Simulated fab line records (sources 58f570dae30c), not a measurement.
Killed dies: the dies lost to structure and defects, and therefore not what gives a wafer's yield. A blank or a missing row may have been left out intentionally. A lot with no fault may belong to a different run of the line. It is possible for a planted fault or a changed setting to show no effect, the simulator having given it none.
Split-lot study :: flow berkeley_cmos170 :: 5 lots, 23 wafers read, on a route of 331 steps

== SPLIT DETAILS ==
At UCB170_M2_METAL_ETCH_18 (etches Al in Cl2/BCl3, stops on SiO2, target depth 1170 nm, time 195 s), the setting time_s was moved away from the recipe's 195 s on 6 of the 23 wafers read, by -10.6% to -4.7%. For the rest of the wafers, this setting stayed at what the recipe calls for.

The file shows no step between the split and the reading.

== THE READING ==
oes_product_au, in a.u., at UCB170_M2_STRIP_19 (strips in O2). Typical for fault-free wafers on this fab line: 0.568 a.u., with standard deviation 0.01 a.u.

wafer: L074.1
tool, chamber at the split: rie_metal-04, 1
time_s as run, s: 185.9
against the recipe: -4.7%
oes_product_au, a.u.: 0.603
against lot-mates on the recipe: +0.036

wafer: L074.3
tool, chamber at the split: rie_metal-04, 0
time_s as run, s: 195
against the recipe: recipe
oes_product_au, a.u.: 0.553
against lot-mates on the recipe: -

wafer: L074.4
tool, chamber at the split: rie_metal-04, 1
time_s as run, s: 185.9
against the recipe: -4.7%
oes_product_au, a.u.: 0.619
against lot-mates on the recipe: +0.052

wafer: L074.5
tool, chamber at the split: rie_metal-04, 0
time_s as run, s: 195
against the recipe: recipe
oes_product_au, a.u.: 0.573
against lot-mates on the recipe: -

wafer: L074.6
tool, chamber at the split: rie_metal-04, 1
time_s as run, s: 195
against the recipe: recipe
oes_product_au, a.u.: 0.574
against lot-mates on the recipe: -

wafer: L076.3
tool, chamber at the split: rie_metal-04, 1
time_s as run, s: 195
against the recipe: recipe
oes_product_au, a.u.: 0.571
against lot-mates on the recipe: -

wafer: L076.5
tool, chamber at the split: rie_metal-04, 1
time_s as run, s: 195
against the recipe: recipe
oes_product_au, a.u.: 0.567
against lot-mates on the recipe: -

wafer: L076.6
tool, chamber at the split: rie_metal-04, 0
time_s as run, s: 195
against the recipe: recipe
oes_product_au, a.u.: 0.563
against lot-mates on the recipe: -

wafer: L078.2
tool, chamber at the split: rie_metal-02, 0
time_s as run, s: 195
against the recipe: recipe
oes_product_au, a.u.: 0.548
against lot-mates on the recipe: -

wafer: L078.3
tool, chamber at the split: rie_metal-02, 1
time_s as run, s: 195
against the recipe: recipe
oes_product_au, a.u.: 0.565
against lot-mates on the recipe: -

wafer: L078.4
tool, chamber at the split: rie_metal-02, 0
time_s as run, s: 195
against the recipe: recipe
oes_product_au, a.u.: 0.551
against lot-mates on the recipe: -

wafer: L078.5
tool, chamber at the split: rie_metal-02, 0
time_s as run, s: 195
against the recipe: recipe
oes_product_au, a.u.: 0.564
against lot-mates on the recipe: -

wafer: L078.6
tool, chamber at the split: rie_metal-02, 1
time_s as run, s: 195
against the recipe: recipe
oes_product_au, a.u.: 0.567
against lot-mates on the recipe: -

wafer: L082.1
tool, chamber at the split: rie_metal-01, 0
time_s as run, s: 174.3
against the recipe: -10.6%
oes_product_au, a.u.: 0.644
against lot-mates on the recipe: +0.082

wafer: L082.3
tool, chamber at the split: rie_metal-01, 1
time_s as run, s: 195
against the recipe: recipe
oes_product_au, a.u.: 0.559
against lot-mates on the recipe: -

wafer: L082.4
tool, chamber at the split: rie_metal-01, 0
time_s as run, s: 195
against the recipe: recipe
oes_product_au, a.u.: 0.570
against lot-mates on the recipe: -

wafer: L082.5
tool, chamber at the split: rie_metal-01, 0
time_s as run, s: 174.3
against the recipe: -10.6%
oes_product_au, a.u.: 0.645
against lot-mates on the recipe: +0.083

wafer: L082.6
tool, chamber at the split: rie_metal-01, 1
time_s as run, s: 195
against the recipe: recipe
oes_product_au, a.u.: 0.558
against lot-mates on the recipe: -

wafer: L079.2
tool, chamber at the split: rie_metal-02, 0
time_s as run, s: 180.6
against the recipe: -7.4%
oes_product_au, a.u.: 0.602
against lot-mates on the recipe: +0.042

wafer: L079.3
tool, chamber at the split: rie_metal-02, 1
time_s as run, s: 180.6
against the recipe: -7.4%
oes_product_au, a.u.: 0.618
against lot-mates on the recipe: +0.058

wafer: L079.4
tool, chamber at the split: rie_metal-02, 0
time_s as run, s: 195
against the recipe: recipe
oes_product_au, a.u.: 0.564
against lot-mates on the recipe: -

wafer: L079.5
tool, chamber at the split: rie_metal-02, 1
time_s as run, s: 195
against the recipe: recipe
oes_product_au, a.u.: 0.561
against lot-mates on the recipe: -

wafer: L079.6
tool, chamber at the split: rie_metal-02, 0
time_s as run, s: 195
against the recipe: recipe
oes_product_au, a.u.: 0.556
against lot-mates on the recipe: -

THE FIT
A straight line over all 23 wafers: oes_product_au changes by -0.00759 a.u. for each +1% of time_s; r = -0.95; the points scatter about the line by 0.0089 a.u.
The same after taking each lot's own level away (the mean of its wafers on the recipe; 23 wafers): -0.00761 a.u. for each +1%; r = -0.96; scatter 0.0077 a.u.
According to that fit, moving time_s by its largest amount changes the reading by 0.081 a.u.
Across the lots, their own levels run from 0.5590 to 0.5670 a.u., a range of 0.8 times the standard deviation given above.
Consequently the slope shifts little with the lot-to-lot level, the two slopes agreeing.
Check: with one of the wafers moved furthest among these (-10.6%) left out of the fit, the line predicts +0.0809 a.u. for it against its lot-mates. Against them it came out at +0.0817 a.u.
Tool readings at the split's step, against how far the setting was moved: oes_product_au r = -0.50.

== OTHER SPLITS ON THESE WAFERS ==
Before the reading, these wafers also passed through other splits. Each is held against what the fit with the lots' levels taken away leaves over:
other split on the same wafers: UCB170_CONTACT_ETCH_18 rf_w
wafers away from the commonest value: 8
r with oes_product_au (lot level and that fit taken away): -0.05

other split on the same wafers: UCB170_M2_SPUTTER_01 time_s
wafers away from the commonest value: 9
r with oes_product_au (lot level and that fit taken away): -0.07

== THE WHOLE CHAIN: every reading that the file lists as answering this split, in the file's order ==
step: UCB170_M2_METAL_ETCH_18
what it does: etches Al in Cl2/BCl3, stops on SiO2, target depth 1170 nm, time 195 s
reading: KrF_of_M2_COAT_10.thk_nm (the simulator's own value, which no gauge read)
change (the file's fit): -7.34 nm for each +1% of the setting
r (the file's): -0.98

step: UCB170_M2_STRIP_19
what it does: strips in O2
reading: oes_product_au
change (the file's fit): -0.00766 a.u. for each +1% of the setting
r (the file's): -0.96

step: UCB170_M2_METAL_ETCH_18
what it does: etches Al in Cl2/BCl3, stops on SiO2, target depth 1170 nm, time 195 s
reading: oes_product_au
change (the file's fit): -0.00536 a.u. for each +1% of the setting, in a fit together with time_s@M2_SPUTTER_01
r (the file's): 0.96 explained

== FILE'S OWN FIT ==
oes_product_au changes by -0.00766 a.u. for each +1% of time_s, r = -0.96.
